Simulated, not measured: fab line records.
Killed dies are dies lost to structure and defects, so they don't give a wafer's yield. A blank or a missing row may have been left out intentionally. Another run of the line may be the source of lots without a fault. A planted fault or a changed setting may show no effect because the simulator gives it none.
A struck lot beside a sound one ; flow berkeleyCmos170 ; 4 out of 331 route steps
Sound: these wafers, L856.1, L856.3, L856.4. Struck: wafers L868.2, L868.4, L868.5. The cause comes at the end.
For every step that has rows: the tool of each side, followed by ch and its chambers, followed by its first start. Under that, the readings that differ: sound wafers ; struck wafers ; difference of the means ; sigmas: that difference in standard deviations of wafers without a fault.
alike: words and numbers the same on both sides, and readings whose means are apart by under 2 such deviations; not compared: readings that were withheld, readings missing a value for some wafer, numbers with overlapping values and no deviation given by the record, and bounds like >300 which may hide the same value.
A row with sigmas, a row that says differs or no value, or rows on one side alone: a step with any of these is where the two part. Numbers that don't overlap but have no deviation are shown without sigmas and don't part them. A reading missing from all wafers of one side parts the sides only when that side holds two or more wafers.

UCB170_START_BOW_MEAS_00:
  struck on filmMetro-03, day 3 22:01; sound on filmMetro-03, day 1 10:00
  alike: INCOMING_BOW
then, 1 step without rows for these wafers: UCB170_START_CLEAN_01 (cleans in dHF, time 60 s).
UCB170_START_OXIDATION_02: target thk 20 nm, ox time 1800 s.
  struck on furnace-01, day 3 23:32; sound on furnace-01 ch 0, day 1 15:38
  no value came back on the struck wafers for oxTempC (C), oxTempCMax, spikeTcCentreC (C); on the sound wafers oxTempC (C) reads 949.7 950.2 950.4
then, 1 step without rows for these wafers: UCB170_START_ANNEAL_04 (time 1200 s).

## WHERE THEY PART
Within this record, at UCB170_START_OXIDATION_02 only.

WHY: what the simulator had put in
Whole step skipped at UCB170_START_OXIDATION_02 on furnace-01, starting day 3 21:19. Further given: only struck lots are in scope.
